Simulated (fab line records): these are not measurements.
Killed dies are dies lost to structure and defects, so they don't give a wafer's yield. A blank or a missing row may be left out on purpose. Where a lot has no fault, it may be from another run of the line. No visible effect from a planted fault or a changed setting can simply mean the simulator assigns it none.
Chamber matching :: flow berkeley_cmos170 :: cmp-01 running UCB170_V1_CMP_02: 4 sister chambers
The step polishes SiO2. 4 wafers are shown with their chamber, then 7 later ones without.

## WAFERS, EACH WITH ITS CHAMBER
wafer: L679.3
chamber: 2
motor_current_A (A): 14.3

wafer: L680.6
chamber: 0
motor_current_A (A): 13.5

wafer: L691.1
chamber: 1
motor_current_A (A): 18.5

wafer: L691.5
chamber: 3
motor_current_A (A): 14.5

## WAFERS WHOSE CHAMBER IS MISSING
wafer: L691.6
motor_current_A (A): 14.4

wafer: L692.2
motor_current_A (A): 14.0

wafer: L692.3
motor_current_A (A): 16.8

wafer: L692.5
motor_current_A (A): 16.1

wafer: L694.1
motor_current_A (A): 15.0

wafer: L694.2
motor_current_A (A): 13.6

wafer: L694.4
motor_current_A (A): 14.0

## WHICH CHAMBER EACH ONE RAN IN
wafer: L691.6
from the rows above: can't be placed: 2 or 3 or 0
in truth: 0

wafer: L692.2
from the rows above: can't be placed: 2 or 0 or 3
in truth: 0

wafer: L692.3
from the rows above: can't be placed: 1 or 3 or 2 or 0
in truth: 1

wafer: L692.5
from the rows above: can't be placed: 3 or 2 or 1 or 0
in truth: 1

wafer: L694.1
from the rows above: can't be placed: 3 or 2 or 0
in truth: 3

wafer: L694.2
from the rows above: can't be placed: 0 or 2 or 3
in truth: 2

wafer: L694.4
from the rows above: can't be placed: 2 or 0 or 3
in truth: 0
Correct placement for 0 of the 7. Can't be placed from these rows: 7 (the true chamber is among the candidates in 7). 0 placed wrongly.
How it was worked out, from the rows above alone: a wafer's distance from a chamber is the root of the sum, over the readings, of the square of ((its reading less the chamber's mean) divided by the reading's scatter). If the next closest chamber is less than 2 further off than the closest, the wafer can't be placed; otherwise it belongs to the closest. A chamber's mean is the mean of its shown wafers. The scatter: root of mean squared gap, hidden wafer to nearest shown wafer, with one shown wafer a chamber.
